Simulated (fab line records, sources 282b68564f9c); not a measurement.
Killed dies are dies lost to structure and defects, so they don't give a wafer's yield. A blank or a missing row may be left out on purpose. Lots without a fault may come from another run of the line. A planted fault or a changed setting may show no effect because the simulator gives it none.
Which tool did it? | flow rit_cmos | 14 lots, 42 wafers sampled, at 2 steps of a route of 202

WHAT THE GAUGES READ, wafer by wafer
RIT_M1_CD_MEAS_90: target cd 2600 nm.
lot  | measured    | on        | cd_nm (nm)
L239 | day 3 09:43 | cd_sem-01 | 2602.4 2607.0 2604.8
L241 | day 3 16:49 | cd_sem-01 | 2597.0 2599.0 2596.9
L242 | day 3 23:41 | cd_sem-02 | 2599.8 2599.4 2600.3
L244 | day 4 09:02 | cd_sem-02 | 2601.0 2601.7 2603.5
L245 | day 4 15:12 | cd_sem-02 | 2594.3 2597.5 2596.0
L246 | day 4 21:52 | cd_sem-02 | 2601.6 2600.4 2598.6
L249 | day 5 12:30 | cd_sem-01 | 2597.2 2600.9 2601.2
L254 | day 6 10:54 | cd_sem-02 | - - -
L255 | day 6 16:52 | cd_sem-02 | - - -
L257 | day 7 04:08 | cd_sem-02 | 2601.3 2601.4 2601.6
L259 | day 7 12:19 | cd_sem-01 | 2598.2 2597.8 2597.9
L260 | day 7 16:20 | cd_sem-02 | 2603.2 2602.5 2602.3
L261 | day 8 00:16 | cd_sem-02 | 2601.3 2599.1 2600.8
L262 | day 8 08:37 | cd_sem-02 | 2598.6 2599.1 2597.6

WHICH TOOL RAN EACH LOT (tool, then ch and the chambers of the sampled wafers, then the start)
lot  | RIT_M1_METAL_ETCH_12
L239 | rie_metal-01 ch 1, day 3 09:11
L241 | rie_metal-02 ch 0,1, day 3 16:18
L242 | rie_metal-01 ch 0,1, day 3 23:10
L244 | rie_metal-02 ch 0,1, day 4 08:29
L245 | rie_metal-01 ch 0,1, day 4 14:39
L246 | rie_metal-03 ch 0,1, day 4 21:22
L249 | rie_metal-03 ch 0, day 5 11:59
L254 | rie_metal-01 ch 0,1, day 6 10:23
L255 | rie_metal-03 ch 0,1, day 6 16:21
L257 | rie_metal-03 ch 0,1, day 7 03:35
L259 | rie_metal-03 ch 0,1, day 7 11:47
L260 | rie_metal-01 ch 0,1, day 7 15:50
L261 | rie_metal-02 ch 0,1, day 7 23:46
L262 | rie_metal-03 ch 0,1, day 8 08:05
- RIT_M1_METAL_ETCH_12: etches Al in Cl2/BCl3, stops on SiO2, time 165 s, target depth 600 nm.

WHAT THE TOOLS THEMSELVES READ (means of the sampled wafers that have a number; where no wafer has one, the mark that the record gives instead)
RIT_M1_METAL_ETCH_12.
lot  | tool         | bcl3_flow_sccm (sccm) | chamber_pressure_mTorr (mTorr) | drypump_motor_current_A (A) | oes_product_au (a.u.) | throttle_valve_pct (%)
L239 | rie_metal-01 | 50.04                 | 100.06                         | 5.8                         | 0.780                 | 8.24
L241 | rie_metal-02 | 50.06                 | 100.01                         | 5.6                         | 0.783                 | 8.33
L242 | rie_metal-01 | 50.00                 | 100.05                         | 5.9                         | 0.784                 | 8.23
L244 | rie_metal-02 | 49.95                 | 100.08                         | 5.6                         | 0.780                 | 8.31
L245 | rie_metal-01 | 49.85                 | 99.96                          | 5.9                         | 0.767                 | 8.23
L246 | rie_metal-03 | 49.83                 | 100.09                         | 5.8                         | 0.789                 | 8.34
L249 | rie_metal-03 | 50.01                 | 100.00                         | 5.8                         | 0.784                 | 8.45
L254 | rie_metal-01 | -                     | -                              | -                           | -                     | -
L255 | rie_metal-03 | -                     | -                              | -                           | -                     | -
L257 | rie_metal-03 | 50.06                 | 100.01                         | 5.7                         | 0.772                 | 8.25
L259 | rie_metal-03 | 49.88                 | 100.06                         | 5.8                         | 0.778                 | 8.36
L260 | rie_metal-01 | 49.97                 | 100.03                         | 5.9                         | 0.796                 | 8.22
L261 | rie_metal-02 | 50.01                 | 99.91                          | 6.1                         | 0.770                 | 8.27
L262 | rie_metal-03 | 49.94                 | 99.99                          | 5.7                         | 0.775                 | 8.25

THE ANSWER, worked out from the rows above alone
Rule: what is usual is taken from the lots themselves. Put in order of their means at a reading, lots are off if they are a third of the lots or fewer, leave a main group of 4 or more, and stand apart from it by a gap of 3 or more times the standard deviation of the main group's means; of several such gaps the widest counts. A main group whose means are all the same, to the digits that the tables above print for the reading, isn't used. A lot without any number at a reading at which 4 lots or more have one is off too. The other lots that the step has rows for count as sound. The gauges are gone through in route order, then the tools' own readings, and for those a lot's mean is taken as printed above. The first step at which some lot is off is used, and at that step the reading that is off furthest; a lot without a number counts as furthest.
Off: L254, L255, at RIT_M1_CD_MEAS_90 (cd_nm). Without a number there: L254, L255. The main group: mean 2600.1 nm, standard deviation 2.3.
A tool fits if, at a process step before that reading, it ran every lot that is off, and no sound lot after the first of them. The gauges at RIT_M1_CD_MEAS_90 aren't tried: what is off there is off at RIT_M1_METAL_ETCH_12 too, on other tools, and a gauge's error can't cause that. None of those tried fits.

WHAT THE SIMULATOR HAD PUT IN
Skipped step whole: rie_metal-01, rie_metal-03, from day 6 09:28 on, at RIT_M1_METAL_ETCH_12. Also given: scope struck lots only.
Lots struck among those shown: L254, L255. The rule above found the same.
